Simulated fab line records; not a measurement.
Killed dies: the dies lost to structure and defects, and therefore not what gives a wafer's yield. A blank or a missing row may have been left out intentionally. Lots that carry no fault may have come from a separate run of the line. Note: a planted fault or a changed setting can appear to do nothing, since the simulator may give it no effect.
Tool commonality check / flow rit-cmos / 13 lots, 39 wafers sampled

## THE REASON FOR OPENING IT
At RIT_ACTIVE_CD_MEAS_11 the reading cd-nm is flagged on 1 of 13 lots. Fault-free wafers read 1399.4 nm, with a standard deviation of 2.3.
Rule: flag the lot when none of its wafers has a number, or when each of its wafers that has one lies beyond 4 standard deviations from that mean. The other lots count as sound.

lot=L477; measured=day 1 17:01; on=cd-sem-02; cd-nm (nm), wafer by wafer=1396.1 1397.1 1398.0; flag=
lot=L479; measured=day 2 00:29; on=cd-sem-01; cd-nm (nm), wafer by wafer=1400.9 1401.5 1401.7; flag=
lot=L480; measured=day 2 05:30; on=cd-sem-01; cd-nm (nm), wafer by wafer=1401.6 1404.5 1404.2; flag=
lot=L481; measured=day 2 11:26; on=cd-sem-01; cd-nm (nm), wafer by wafer=1402.5 1402.3 1402.6; flag=
lot=L482; measured=day 2 15:37; on=cd-sem-01; cd-nm (nm), wafer by wafer=1400.4 1399.6 1400.5; flag=
lot=L483; measured=day 2 21:16; on=cd-sem-02; cd-nm (nm), wafer by wafer=1402.4 1403.5 1401.5; flag=
lot=L487; measured=day 3 17:37; on=cd-sem-01; cd-nm (nm), wafer by wafer=1397.5 1396.4 1395.7; flag=
lot=L491; measured=day 4 13:40; on=cd-sem-02; cd-nm (nm), wafer by wafer=1405.2 1401.6 1402.0; flag=
lot=L493; measured=day 5 02:04; on=cd-sem-02; cd-nm (nm), wafer by wafer=1396.2 1397.1 1399.0; flag=
lot=L494; measured=day 5 06:08; on=cd-sem-02; cd-nm (nm), wafer by wafer=1282.2 1282.0 1280.1; flag=FLAGGED
lot=L495; measured=day 5 08:35; on=cd-sem-02; cd-nm (nm), wafer by wafer=1400.1 1397.6 1398.5; flag=
lot=L499; measured=day 6 08:13; on=cd-sem-02; cd-nm (nm), wafer by wafer=1397.6 1396.6 1396.8; flag=
lot=L500; measured=day 6 15:32; on=cd-sem-02; cd-nm (nm), wafer by wafer=1396.8 1398.0 1398.9; flag=
Average over the flagged lots: 1281.4 nm; offset from the usual -118.0 nm, equal to -51 standard deviations.

## EACH LOT AND THE TOOL IT RAN ON
The record holds 1 process step before the reading, out of a route of 202 steps. In each cell: the tool, then ch and the chambers that the sampled wafers went through, then the start.
lot=L477; flag=; RIT_ACTIVE_EXPOSE_08=iline-stepper-01 ch 0, day 1 16:37
lot=L479; flag=; RIT_ACTIVE_EXPOSE_08=iline-stepper-01 ch 0, day 2 00:05
lot=L480; flag=; RIT_ACTIVE_EXPOSE_08=iline-stepper-01 ch 0, day 2 05:06
lot=L481; flag=; RIT_ACTIVE_EXPOSE_08=iline-stepper-01 ch 0, day 2 11:02
lot=L482; flag=; RIT_ACTIVE_EXPOSE_08=iline-stepper-02 ch 0, day 2 15:13
lot=L483; flag=; RIT_ACTIVE_EXPOSE_08=iline-stepper-02 ch 0, day 2 20:52
lot=L487; flag=; RIT_ACTIVE_EXPOSE_08=iline-stepper-02 ch 0, day 3 17:13
lot=L491; flag=; RIT_ACTIVE_EXPOSE_08=iline-stepper-02 ch 0, day 4 13:16
lot=L493; flag=; RIT_ACTIVE_EXPOSE_08=iline-stepper-01 ch 0, day 5 01:40
lot=L494; flag=FLAGGED; RIT_ACTIVE_EXPOSE_08=iline-stepper-02 ch 0, day 5 05:44
lot=L495; flag=; RIT_ACTIVE_EXPOSE_08=iline-stepper-01 ch 0, day 5 08:11
lot=L499; flag=; RIT_ACTIVE_EXPOSE_08=iline-stepper-01 ch 0, day 6 07:49
lot=L500; flag=; RIT_ACTIVE_EXPOSE_08=iline-stepper-02 ch 0, day 6 14:59
These steps, and what they do:
- RIT_ACTIVE_EXPOSE_08: exposes mask M1, target cd 1400 nm.
- RIT_ACTIVE_CD_MEAS_11: target cd 1400 nm.

## FLAGGED AGAINST TOTAL, ONE TOOL AT A TIME (gauges that did the reading follow at the end)
step=RIT_ACTIVE_EXPOSE_08; tool=iline-stepper-01; lots run=7; flagged=0; share of the flagged lots=none; sound lots run after its first flagged lot=-
step=RIT_ACTIVE_EXPOSE_08; tool=iline-stepper-02; lots run=6; flagged=1; share of the flagged lots=all; sound lots run after its first flagged lot=1 (L500)
step=RIT_ACTIVE_CD_MEAS_11; tool=cd-sem-01; lots run=5; flagged=0; share of the flagged lots=none; sound lots run after its first flagged lot=-
step=RIT_ACTIVE_CD_MEAS_11; tool=cd-sem-02; lots run=8; flagged=1; share of the flagged lots=all; sound lots run after its first flagged lot=3 (L495,L499,L500)

## WHAT IS ALLOWED BY THE TABLE
Rows of the table that ran all the flagged lots, 2 in number: iline-stepper-02 at RIT_ACTIVE_EXPOSE_08; cd-sem-02 at RIT_ACTIVE_CD_MEAS_11.
- iline-stepper-02 at RIT_ACTIVE_EXPOSE_08 ran 6 lots, 1 of them flagged. After the first flagged lot (L500), sound lots still ran on it; a lasting fault on the whole tool would not permit that.
- cd-sem-02 at RIT_ACTIVE_CD_MEAS_11 ran 8 lots, 1 of them flagged. After the first flagged lot (L495, L499, L500), sound lots still ran on it; a lasting fault on the whole tool would not permit that.
Every row of the table either missed a flagged lot or ran a sound lot after the first.

## WHAT WAS PUT IN BY THE SIMULATOR
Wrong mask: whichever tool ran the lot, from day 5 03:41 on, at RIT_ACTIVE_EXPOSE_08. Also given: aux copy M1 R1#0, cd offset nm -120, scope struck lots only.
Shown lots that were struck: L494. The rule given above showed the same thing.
